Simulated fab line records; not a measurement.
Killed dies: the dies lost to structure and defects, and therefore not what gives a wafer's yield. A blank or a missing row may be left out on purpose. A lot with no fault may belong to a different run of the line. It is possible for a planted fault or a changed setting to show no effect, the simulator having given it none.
The tool behind it: which one? :: flow berkeley-cmos170 :: 14 lots, 42 wafers sampled, at 6 steps of a route of 331

## WHAT EACH GAUGE READ, for each wafer
UCB170_M2_CD_MEAS_15: the cd target is 700 nm. Usual: cd-nm 700.0 nm, standard deviation 1.2.
lot: L232
measured: day 7 12:47
on: cd-sem-02
cd-nm (nm): 697.8 699.2 699.1
flag: 

lot: L235
measured: day 8 01:03
on: cd-sem-01
cd-nm (nm): 700.7 701.9 700.8
flag: 

lot: L234
measured: day 8 02:03
on: cd-sem-02
cd-nm (nm): 700.1 702.0 701.5
flag: 

lot: L236
measured: day 8 07:11
on: cd-sem-01
cd-nm (nm): 699.0 698.6 698.6
flag: 

lot: L237
measured: day 8 10:43
on: cd-sem-01
cd-nm (nm): 700.3 698.8 700.0
flag: 

lot: L239
measured: day 8 11:49
on: cd-sem-02
cd-nm (nm): 699.7 699.3 697.7
flag: 

lot: L233
measured: day 8 19:26
on: cd-sem-01
cd-nm (nm): 699.5 698.8 700.3
flag: 

lot: L240
measured: day 9 05:50
on: cd-sem-02
cd-nm (nm): 698.3 699.3 700.1
flag: 

lot: L244
measured: day 10 04:38
on: cd-sem-02
cd-nm (nm): 702.2 700.6 700.9
flag: 

lot: L245
measured: day 10 05:47
on: cd-sem-02
cd-nm (nm): 701.0 700.7 700.7
flag: 

lot: L252
measured: day 11 06:15
on: cd-sem-02
cd-nm (nm): 699.0 699.5 700.8
flag: 

lot: L251
measured: day 11 06:41
on: cd-sem-01
cd-nm (nm): 702.0 701.0 701.4
flag: 

lot: L249
measured: day 11 06:59
on: cd-sem-01
cd-nm (nm): 699.3 699.8 699.6
flag: 

lot: L254
measured: day 11 13:52
on: cd-sem-02
cd-nm (nm): 698.6 699.8 699.3
flag: 

UCB170_V2_BOW_MEAS_03. Usual: V2_BOW typically reads 36 um, with standard deviation 7.2.
lot: L232
measured: day 7 13:54
on: film-metro-02
V2_BOW (um): 26 48 33
flag: 

lot: L235
measured: day 8 02:10
on: film-metro-02
V2_BOW (um): 29 44 24
flag: 

lot: L234
measured: day 8 03:14
on: film-metro-04
V2_BOW (um): 29 38 41
flag: 

lot: L236
measured: day 8 08:19
on: film-metro-04
V2_BOW (um): 34 27 36
flag: 

lot: L237
measured: day 8 11:50
on: film-metro-02
V2_BOW (um): 40 46 30
flag: 

lot: L239
measured: day 8 12:56
on: film-metro-01
V2_BOW (um): 50 37 41
flag: 

lot: L233
measured: day 8 20:33
on: film-metro-02
V2_BOW (um): 32 31 40
flag: 

lot: L240
measured: day 9 06:58
on: film-metro-04
V2_BOW (um): 37 32 45
flag: 

lot: L244
measured: day 10 05:46
on: film-metro-04
V2_BOW (um): 33 38 27
flag: 

lot: L245
measured: day 10 07:06
on: film-metro-01
V2_BOW (um): 41 39 45
flag: 

lot: L252
measured: day 11 07:23
on: film-metro-04
V2_BOW (um): 37 33 38
flag: 

lot: L251
measured: day 11 07:49
on: film-metro-01
V2_BOW (um): 42 46 44
flag: 

lot: L249
measured: day 11 08:20
on: film-metro-04
V2_BOW (um): 39 30 47
flag: 

lot: L254
measured: day 11 15:10
on: film-metro-01
V2_BOW (um): 47 23 31
flag: 

UCB170_V2_THK_MEAS_04. Usual: V2_POLISHED_THK typically reads 1000.5 nm, with standard deviation 1.4.
lot: L232
measured: day 7 14:00
on: film-metro-02
V2_POLISHED_THK (nm): 1000.5 1000.4 1001.2
flag: 

lot: L235
measured: day 8 02:17
on: film-metro-02
V2_POLISHED_THK (nm): 997.8 1000.9 997.8
flag: 

lot: L234
measured: day 8 03:21
on: film-metro-04
V2_POLISHED_THK (nm): 999.4 1002.8 1000.2
flag: 

lot: L236
measured: day 8 08:25
on: film-metro-04
V2_POLISHED_THK (nm): 1000.2 1000.4 1001.9
flag: 

lot: L237
measured: day 8 11:57
on: film-metro-02
V2_POLISHED_THK (nm): 999.6 997.9 998.7
flag: 

lot: L239
measured: day 8 13:03
on: film-metro-01
V2_POLISHED_THK (nm): 1003.3 1001.4 997.8
flag: 

lot: L233
measured: day 8 20:40
on: film-metro-02
V2_POLISHED_THK (nm): 999.0 1000.1 1002.3
flag: 

lot: L240
measured: day 9 07:05
on: film-metro-04
V2_POLISHED_THK (nm): 1000.0 1000.4 1001.0
flag: 

lot: L244
measured: day 10 05:52
on: film-metro-04
V2_POLISHED_THK (nm): 999.4 1001.3 999.6
flag: 

lot: L245
measured: day 10 07:12
on: film-metro-01
V2_POLISHED_THK (nm): 1000.4 1001.9 999.2
flag: 

lot: L252
measured: day 11 07:30
on: film-metro-04
V2_POLISHED_THK (nm): 1000.6 999.8 1000.0
flag: 

lot: L251
measured: day 11 07:56
on: film-metro-01
V2_POLISHED_THK (nm): 1000.4 1000.6 1002.3
flag: 

lot: L249
measured: day 11 08:27
on: film-metro-04
V2_POLISHED_THK (nm): 1002.5 999.4 999.6
flag: 

lot: L254
measured: day 11 15:17
on: film-metro-01
V2_POLISHED_THK (nm): 1001.2 1000.0 1002.3
flag: 

UCB170_M3_RS_MEAS_02: uses a four-point probe to measure. Usual: M3_AL_RS typically reads 0.0323 ohm/sq, with standard deviation 0.00037.
lot: L232
measured: day 7 16:25
on: film-metro-02
M3_AL_RS (ohm/sq): 0.0320 0.0320 0.0316
flag: 

lot: L235
measured: day 8 05:14
on: film-metro-01
M3_AL_RS (ohm/sq): 0.0321 0.0322 0.0324
flag: 

lot: L234
measured: day 8 05:31
on: film-metro-01
M3_AL_RS (ohm/sq): 0.0322 0.0324 0.0324
flag: 

lot: L236
measured: day 8 10:13
on: film-metro-03
M3_AL_RS (ohm/sq): 0.0328 0.0323 0.0326
flag: 

lot: L237
measured: day 8 13:55
on: film-metro-03
M3_AL_RS (ohm/sq): 0.0322 0.0325 0.0322
flag: 

lot: L239
measured: day 8 15:00
on: film-metro-01
M3_AL_RS (ohm/sq): 0.0323 0.0324 0.0321
flag: 

lot: L233
measured: day 8 22:40
on: film-metro-01
M3_AL_RS (ohm/sq): 0.0321 0.0319 0.0324
flag: 

lot: L240
measured: day 9 09:16
on: film-metro-01
M3_AL_RS (ohm/sq): 0.0315 0.0319 0.0318
flag: 

lot: L244
measured: day 10 07:40
on: film-metro-02
M3_AL_RS (ohm/sq): 0.0322 0.0321 0.0407
flag: OFF

lot: L245
measured: day 10 09:37
on: film-metro-02
M3_AL_RS (ohm/sq): 0.0324 0.0326 0.0402
flag: OFF

lot: L252
measured: day 11 09:35
on: film-metro-03
M3_AL_RS (ohm/sq): 0.0327 0.0325 0.0326
flag: 

lot: L251
measured: day 11 10:27
on: film-metro-03
M3_AL_RS (ohm/sq): 0.0323 0.0320 0.0325
flag: 

lot: L249
measured: day 11 11:04
on: film-metro-01
M3_AL_RS (ohm/sq): 0.0323 0.0324 0.0323
flag: 

lot: L254
measured: day 11 17:04
on: film-metro-03
M3_AL_RS (ohm/sq): 0.0317 0.0319 0.0318
flag: 

UCB170_M3_THK_MEAS_03: measures by xrf. Usual: M3_AL_THK typically reads 909 nm, with standard deviation 11.
lot: L232
measured: day 7 16:31
on: film-metro-02
M3_AL_THK (nm): 915 914 927
flag: 

lot: L235
measured: day 8 05:22
on: film-metro-01
M3_AL_THK (nm): 919 910 909
flag: 

lot: L234
measured: day 8 05:38
on: film-metro-01
M3_AL_THK (nm): 916 908 911
flag: 

lot: L236
measured: day 8 10:20
on: film-metro-03
M3_AL_THK (nm): 898 909 900
flag: 

lot: L237
measured: day 8 14:02
on: film-metro-03
M3_AL_THK (nm): 916 903 913
flag: 

lot: L239
measured: day 8 15:07
on: film-metro-01
M3_AL_THK (nm): 910 908 920
flag: 

lot: L233
measured: day 8 22:47
on: film-metro-01
M3_AL_THK (nm): 916 918 905
flag: 

lot: L240
measured: day 9 09:23
on: film-metro-01
M3_AL_THK (nm): 931 921 929
flag: 

lot: L244
measured: day 10 07:46
on: film-metro-02
M3_AL_THK (nm): 909 912 756
flag: OFF

lot: L245
measured: day 10 09:43
on: film-metro-02
M3_AL_THK (nm): 911 899 767
flag: OFF

lot: L252
measured: day 11 09:43
on: film-metro-03
M3_AL_THK (nm): 903 910 904
flag: 

lot: L251
measured: day 11 10:34
on: film-metro-03
M3_AL_THK (nm): 911 922 911
flag: 

lot: L249
measured: day 11 11:11
on: film-metro-01
M3_AL_THK (nm): 909 909 912
flag: 

lot: L254
measured: day 11 17:11
on: film-metro-03
M3_AL_THK (nm): 934 925 925
flag: 

## TOOL THAT RAN EACH LOT (tool first, then ch and the chambers of the sampled wafers, then the start)
lot: L232
UCB170_M3_SPUTTER_01: pvd-sputter-04, day 7 16:17

lot: L235
UCB170_M3_SPUTTER_01: pvd-sputter-03, day 8 05:10

lot: L234
UCB170_M3_SPUTTER_01: pvd-sputter-01, day 8 05:26

lot: L236
UCB170_M3_SPUTTER_01: pvd-sputter-01, day 8 10:07

lot: L237
UCB170_M3_SPUTTER_01: pvd-sputter-03, day 8 13:50

lot: L239
UCB170_M3_SPUTTER_01: pvd-sputter-03, day 8 14:53

lot: L233
UCB170_M3_SPUTTER_01: pvd-sputter-01, day 8 22:34

lot: L240
UCB170_M3_SPUTTER_01: pvd-sputter-01, day 9 09:11

lot: L244
UCB170_M3_SPUTTER_01: pvd-sputter-03, day 10 07:34

lot: L245
UCB170_M3_SPUTTER_01: pvd-sputter-03, day 10 09:29

lot: L252
UCB170_M3_SPUTTER_01: pvd-sputter-04, day 11 09:31

lot: L251
UCB170_M3_SPUTTER_01: pvd-sputter-01, day 11 10:22

lot: L249
UCB170_M3_SPUTTER_01: pvd-sputter-04, day 11 10:59

lot: L254
UCB170_M3_SPUTTER_01: pvd-sputter-01, day 11 16:59
- UCB170_M3_SPUTTER_01: material Al, target thk 900 nm, time 120 s.

## AS READ BY THE TOOLS THEMSELVES (means over the sampled wafers that have a number; for cases with no such wafer, the mark the record gives instead)
UCB170_M3_SPUTTER_01. Usual: cathode-dc-power-W 6000.1 W, standard deviation 1.2; throttle-valve-pct 30.0 %, standard deviation 0.99.
lot: L232
tool: pvd-sputter-04
cathode-dc-power-W (W): 5999.9
throttle-valve-pct (%): 29.2
flag: 

lot: L235
tool: pvd-sputter-03
cathode-dc-power-W (W): 5999.2
throttle-valve-pct (%): 29.5
flag: 

lot: L234
tool: pvd-sputter-01
cathode-dc-power-W (W): 5999.9
throttle-valve-pct (%): 30.1
flag: 

lot: L236
tool: pvd-sputter-01
cathode-dc-power-W (W): 5999.6
throttle-valve-pct (%): 31.2
flag: 

lot: L237
tool: pvd-sputter-03
cathode-dc-power-W (W): 6001.0
throttle-valve-pct (%): 30.3
flag: 

lot: L239
tool: pvd-sputter-03
cathode-dc-power-W (W): 6001.1
throttle-valve-pct (%): 29.4
flag: 

lot: L233
tool: pvd-sputter-01
cathode-dc-power-W (W): 6001.5
throttle-valve-pct (%): 30.7
flag: 

lot: L240
tool: pvd-sputter-01
cathode-dc-power-W (W): 5999.3
throttle-valve-pct (%): 30.3
flag: 

lot: L244
tool: pvd-sputter-03
cathode-dc-power-W (W): 5999.5
throttle-valve-pct (%): 29.3
flag: 

lot: L245
tool: pvd-sputter-03
cathode-dc-power-W (W): 6000.2
throttle-valve-pct (%): 30.2
flag: 

lot: L252
tool: pvd-sputter-04
cathode-dc-power-W (W): 5999.8
throttle-valve-pct (%): 29.1
flag: 

lot: L251
tool: pvd-sputter-01
cathode-dc-power-W (W): 6000.3
throttle-valve-pct (%): 30.5
flag: 

lot: L249
tool: pvd-sputter-04
cathode-dc-power-W (W): 6000.8
throttle-valve-pct (%): 29.9
flag: 

lot: L254
tool: pvd-sputter-01
cathode-dc-power-W (W): 6001.4
throttle-valve-pct (%): 31.0
flag: 

## THE ANSWER, worked out from the rows above alone
Rule: a lot is off if the mean of its wafers that have a number lies more than 3 standard deviations from the usual mean. A lot without any number at a reading at which 4 lots or more have one is off too. All remaining lots with rows at the step are treated as sound. The gauges are gone through in route order, then the tools' own readings, and for those a lot's mean is taken as printed above. At the first step where some lot is off, the reading lying furthest off is the one used; lots without a number count as furthest.
Off: at UCB170_M3_RS_MEAS_02 (M3_AL_RS), L244, L245.
If a tool, at a process step before that reading, ran all the lots that are off and no sound lot after the first of them, it fits. The gauges at UCB170_M3_RS_MEAS_02 are tried like those tools. Can't be told from this: 2 tools fit, pvd-sputter-03 at UCB170_M3_SPUTTER_01, film-metro-02 at UCB170_M3_RS_MEAS_02.

## WHAT THE SIMULATOR HAD INSERTED
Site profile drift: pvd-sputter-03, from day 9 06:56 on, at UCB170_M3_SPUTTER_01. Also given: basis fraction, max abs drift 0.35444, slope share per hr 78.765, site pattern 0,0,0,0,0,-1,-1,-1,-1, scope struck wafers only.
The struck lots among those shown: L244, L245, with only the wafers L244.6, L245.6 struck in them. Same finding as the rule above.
